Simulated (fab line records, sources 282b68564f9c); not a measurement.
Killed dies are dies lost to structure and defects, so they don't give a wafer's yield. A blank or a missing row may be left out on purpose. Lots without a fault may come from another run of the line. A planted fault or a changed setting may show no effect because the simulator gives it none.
Which tool did it? | flow rit_cmos | 14 lots, 42 wafers sampled, at 3 steps of a route of 202

WHAT THE GAUGES READ, wafer by wafer
RIT_PSD_TW_MEAS_10.
lot  | measured    | on            | PSD_TW
L641 | day 3 04:47 | film_metro-02 | 3379 3389 3400
L643 | day 3 16:10 | film_metro-02 | 3398 3407 3415
L644 | day 3 17:42 | film_metro-02 | 3393 3380 3395
L646 | day 4 05:31 | film_metro-01 | 3436 3447 3438
L647 | day 4 08:36 | film_metro-01 | 3441 3464 3467
L649 | day 4 19:11 | film_metro-02 | 3393 3390 3395
L650 | day 4 22:12 | film_metro-03 | 3396 3400 3399
L651 | day 5 02:28 | film_metro-01 | 3456 3446 3446
L655 | day 6 01:19 | film_metro-03 | 3454 3452 3458
L656 | day 6 04:33 | film_metro-02 | 3407 3400 3398
L660 | day 7 02:07 | film_metro-02 | 3495 3485 3478
L661 | day 7 04:19 | film_metro-02 | 3377 3392 3384
L662 | day 7 10:19 | film_metro-03 | 3367 3373 3375
L664 | day 7 21:14 | film_metro-03 | 3358 3367 3356

RIT_SDANNEAL_RS_MEAS_04: measures by four-point-probe.
lot  | measured    | on            | PSD_RS (ohm/sq)
L641 | day 3 05:16 | film_metro-01 | 116.10 115.70 115.61
L643 | day 3 16:41 | film_metro-02 | 115.92 115.87 115.89
L644 | day 3 18:12 | film_metro-01 | 115.94 115.72 115.97
L646 | day 4 06:00 | film_metro-03 | 115.98 115.54 115.87
L647 | day 4 09:10 | film_metro-03 | 115.88 116.22 116.03
L649 | day 4 19:43 | film_metro-02 | 115.92 116.09 116.09
L650 | day 4 22:44 | film_metro-02 | 116.36 116.32 116.82
L651 | day 5 02:59 | film_metro-02 | 115.65 116.08 116.11
L655 | day 6 01:50 | film_metro-03 | 111.01 110.93 110.50
L656 | day 6 05:05 | film_metro-01 | 116.20 115.75 115.66
L660 | day 7 02:39 | film_metro-01 | 110.93 110.70 110.58
L661 | day 7 04:49 | film_metro-03 | 115.55 115.65 115.52
L662 | day 7 10:49 | film_metro-03 | 115.69 115.85 115.95
L664 | day 7 21:46 | film_metro-02 | 115.96 115.94 116.12

WHICH TOOL RAN EACH LOT (tool, then ch and the chambers of the sampled wafers, then the start)
lot  | RIT_PSD_IMPLANT_08
L641 | implanter-02 ch 0, day 3 04:28
L643 | implanter-03 ch 0, day 3 15:52
L644 | implanter-01 ch 0, day 3 17:22
L646 | implanter-02 ch 0, day 4 05:11
L647 | implanter-03 ch 0, day 4 08:16
L649 | implanter-03 ch 0, day 4 18:52
L650 | implanter-02 ch 0, day 4 21:54
L651 | implanter-02 ch 0, day 5 02:10
L655 | implanter-02 ch 0, day 6 01:02
L656 | implanter-01 ch 0, day 6 04:13
L660 | implanter-02 ch 0, day 7 01:47
L661 | implanter-01 ch 0, day 7 04:00
L662 | implanter-01 ch 0, day 7 09:59
L664 | implanter-01 ch 0, day 7 20:56
- RIT_PSD_IMPLANT_08

WHAT THE TOOLS THEMSELVES READ (means of the sampled wafers that have a number; where no wafer has one, the mark that the record gives instead)
RIT_PSD_IMPLANT_08.
lot  | tool         | beam_energy_keV
L641 | implanter-02 | 27.002
L643 | implanter-03 | 27.003
L644 | implanter-01 | 26.993
L646 | implanter-02 | 26.995
L647 | implanter-03 | 26.997
L649 | implanter-03 | 27.003
L650 | implanter-02 | 26.997
L651 | implanter-02 | 26.997
L655 | implanter-02 | 29.505
L656 | implanter-01 | 27.002
L660 | implanter-02 | 29.512
L661 | implanter-01 | 27.000
L662 | implanter-01 | 27.002
L664 | implanter-01 | 27.006

THE ANSWER, worked out from the rows above alone
Rule: what is usual is taken from the lots themselves. Put in order of their means at a reading, lots are off if they are a third of the lots or fewer, leave a main group of 4 or more, and stand apart from it by a gap of 3 or more times the standard deviation of the main group's means; of several such gaps the widest counts. A main group whose means are all the same, to the digits that the tables above print for the reading, isn't used. A lot without any number at a reading at which 4 lots or more have one is off too. The other lots that the step has rows for count as sound. The gauges are gone through in route order, then the tools' own readings, and for those a lot's mean is taken as printed above. The first step at which some lot is off is used, and at that step the reading that is off furthest; a lot without a number counts as furthest.
Off: L655, L660, at RIT_SDANNEAL_RS_MEAS_04 (PSD_RS). The main group: mean 115.93 ohm/sq, standard deviation 0.21.
A tool fits if, at a process step before that reading, it ran every lot that is off, and no sound lot after the first of them. The gauges at RIT_SDANNEAL_RS_MEAS_04 aren't tried: what is off there is off at RIT_PSD_IMPLANT_08 too, on other tools, and a gauge's error can't cause that. One fits: implanter-02 at RIT_PSD_IMPLANT_08. Its last sound lot is L651 (day 5 02:10), its first lot that is off L655 (day 6 01:02): a fault that began between those two fits.
The tool's own readings at RIT_PSD_IMPLANT_08 bear it out: on the lots that are off they differ by more than 5 times the standard deviation of the sound lots' means. beam_energy_keV reads 29.508 there against 27.000 on the sound lots.

WHAT THE SIMULATOR HAD PUT IN
Process parameter drift: implanter-02, from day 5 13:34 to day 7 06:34, at RIT_PSD_IMPLANT_08. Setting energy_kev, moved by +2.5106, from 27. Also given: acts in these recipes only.
Lots struck among those shown: L655, L660. The rule above found the same.
